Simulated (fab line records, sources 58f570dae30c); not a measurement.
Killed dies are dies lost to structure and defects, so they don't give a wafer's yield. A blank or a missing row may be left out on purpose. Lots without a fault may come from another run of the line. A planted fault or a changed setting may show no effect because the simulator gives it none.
One fault seen from 2 desks | flow berkeley_cmos170 | each desk has only its own numbers; what lay behind them comes last

THE METROLOGY DESK
What the gauges read, lot by lot, whatever tool the lot ran on: means of the sampled wafers that have a number. A lot is out of limits, marked OUT, if its mean lies more than 4 standard deviations from the usual mean; the brackets give that distance.
Columns: A = NWELL_OXIDE_THK at UCB170_NWELL_THK_MEAS_02, usual 26.5 nm; B = NWELL_TW at UCB170_NWELL_TW_MEAS_16, usual 1245; C = cd_nm at UCB170_ACTIVE_CD_MEAS_90, usual 1200.3 nm; D = NSD_RS at UCB170_SDANNEAL_RS_MEAS_03, usual 37.26 ohm/sq
lot  | first seen here | A    | B    | C      | D
L589 | day 2 01:35     | 25.9 | 1235 | 1201.5 | 37.13
L591 | day 2 14:22     | 26.6 | 1261 | 1198.0 | 37.13
L592 | day 2 14:23     | 26.4 | 1238 | 1197.6 | 37.18
L593 | day 2 23:47     | 26.6 | 1238 | 1201.2 | 37.21
L595 | day 3 10:01     | 26.1 | 1236 | 1198.8 | 37.20
L594 | day 3 10:02     | 26.2 | 1240 | 1201.7 | 38.08 (+8.4) OUT
L597 | day 3 20:18     | 25.7 | 1243 | 1202.5 | 37.28
L598 | day 4 02:24     | 26.2 | 1258 | 1202.6 | 38.24 (+10) OUT
L599 | day 4 11:17     | 26.6 | 1261 | 1199.7 | 38.19 (+9.5) OUT
L601 | day 4 20:29     | 25.8 | 1258 | 1201.4 | 37.39
L603 | day 5 02:10     | 26.3 | 1241 | 1200.6 | 37.36
L602 | day 5 02:11     | 26.8 | 1237 | 1199.4 | 37.27
L605 | day 5 08:41     | 27.1 | 1241 | 1200.0 | 37.16
L607 | day 6 02:23     | 26.5 | 1243 | 1200.0 | 37.09
L610 | day 6 12:43     | 26.4 | 1231 | 1199.3 | 37.25
This desk's finding: out of limits on L594, L598, L599; first on L594, day 9 08:16 (NSD_RS at UCB170_SDANNEAL_RS_MEAS_03). In limits: L589, L591, L592, L593, L595, L597, L601, L603, L602, L605, L607, L610.

THE TOOL OWNER'S DESK: implanter-01
The tool's own readings at UCB170_NSD_IMPLANT_08: means of the sampled wafers that have a number, for each lot that ran on this tool. A lot is out of limits, marked OUT, if its mean lies more than 4 standard deviations from the usual mean; the brackets give that distance.
Columns: A = beam_energy_keV at UCB170_NSD_IMPLANT_08, usual 39.999; B = faraday_current_uA at UCB170_NSD_IMPLANT_08, usual 9261
lot  | first seen here | A                        | B
L589 | day 7 19:13     | 40.001                   | 9421
L592 | day 8 05:39     | 40.000                   | 9185
L593 | day 8 06:17     | 39.999                   | 9160
L594 | day 9 06:28     | 37.191 (-99 or more) OUT | 9210
L598 | day 9 22:05     | 37.201 (-99 or more) OUT | 9080
L599 | day 10 15:46    | 37.194 (-99 or more) OUT | 9272
This desk's finding: out of limits on L594, L598, L599; first on L594, day 9 06:28 (beam_energy_keV at UCB170_NSD_IMPLANT_08). In limits: L589, L592, L593.

PUT TOGETHER
The tool owner's desk could have raised an alarm at day 9 06:28, on L594, L598, L599.
The metrology desk could have raised an alarm at day 9 08:16, on L594, L598, L599.
Of the lots named, all ran UCB170_NSD_IMPLANT_08 on implanter-01.

WHAT THE SIMULATOR HAD PUT IN
Process parameter drift: implanter-01, from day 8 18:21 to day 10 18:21, at UCB170_NSD_IMPLANT_08. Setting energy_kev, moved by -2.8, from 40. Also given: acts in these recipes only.
Lots struck among those shown: L594, L598, L599.
Hours from the fault's start to each desk's first reading out of limits: the tool owner's desk, 12; the metrology desk, 14.
